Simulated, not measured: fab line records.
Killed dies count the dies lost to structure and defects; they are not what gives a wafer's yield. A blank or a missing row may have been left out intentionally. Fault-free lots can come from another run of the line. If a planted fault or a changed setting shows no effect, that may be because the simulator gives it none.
Split-lot study	flow berkeley cmos170	27 wafers read across 5 lots, on a route 331 steps long

== THE SPLIT ==
At UCB170_START_OXIDATION_02 (target thk 20 nm, ox time 1800 s), the setting ox time s was moved away from the recipe's 1800 s on 12 of the 27 wafers read, by +26.8% to +32.0%. All remaining wafers had this setting at the recipe value.

Split to reading: the file shows no intervening step.

== THE READING ==
START_OXIDE_THK in nanometres, read at UCB170_START_THK_MEAS_03. On this fab line, fault-free wafers typically give 19.96 nm with a standard deviation of 0.27 nm.

wafer	tool, chamber at the split	ox time s as run, s	against the recipe	START_OXIDE_THK, nm	against lot-mates on the recipe
L079.1	-, -	1800	recipe	19.96	-
L079.2	-, -	1800	recipe	19.95	-
L079.3	-, -	1800	recipe	20.16	-
L079.4	-, -	1800	recipe	20.36	-
L079.5	-, -	1800	recipe	20.15	-
L079.6	-, -	1800	recipe	19.96	-
L081.1	-, -	1800	recipe	19.79	-
L081.2	-, -	1800	recipe	19.60	-
L081.3	-, -	1800	recipe	19.62	-
L081.4	-, -	1800	recipe	19.91	-
L081.5	-, -	1800	recipe	19.69	-
L081.6	-, -	1800	recipe	19.92	-
L083.1	-, -	2376	+32.0%	24.13	no lot-mate on the recipe
L083.2	-, -	2376	+32.0%	24.33	no lot-mate on the recipe
L083.3	-, -	2376	+32.0%	24.38	no lot-mate on the recipe
L083.4	-, -	2376	+32.0%	24.37	no lot-mate on the recipe
L083.5	-, -	2376	+32.0%	24.19	no lot-mate on the recipe
L083.6	-, -	2376	+32.0%	24.28	no lot-mate on the recipe
L084.1	-, -	2282	+26.8%	22.94	no lot-mate on the recipe
L084.2	-, -	2282	+26.8%	23.22	no lot-mate on the recipe
L084.3	-, -	2282	+26.8%	23.09	no lot-mate on the recipe
L084.4	-, -	2282	+26.8%	23.23	no lot-mate on the recipe
L084.5	-, -	2282	+26.8%	23.32	no lot-mate on the recipe
L084.6	-, -	2282	+26.8%	22.87	no lot-mate on the recipe
L085.2	furnace-04, 0	1800	recipe	19.70	-
L085.4	furnace-04, 0	1800	recipe	19.88	-
L085.6	furnace-04, 0	1800	recipe	19.83	-

FIT RESULTS
A straight line over all 27 wafers: START_OXIDE_THK changes by +0.131 nm for each +1% of ox time s; r = +0.99; the points scatter about the line by 0.25 nm.
Too few moved wafers have a lot-mate on the recipe to fit a line with each lot's own level taken away.

== THE WHOLE CHAIN: every reading that the file lists as answering this split, in the file's order ==
step	what it does	reading	change (the file's fit)	r (the file's)
UCB170_START_OXIDATION_02	target thk 20 nm, ox time 1800 s	SiO2_of_START_OXIDATION_02.thk nm (the simulator's own value, which no gauge read)	+0.131 nm for each +1% of the setting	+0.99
UCB170_START_THK_MEAS_03		START_OXIDE_THK	+0.13 for each +1% of the setting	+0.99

== FILE'S OWN FIT ==
START_OXIDE_THK changes by +0.13 nm for each +1% of ox time s, r = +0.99.
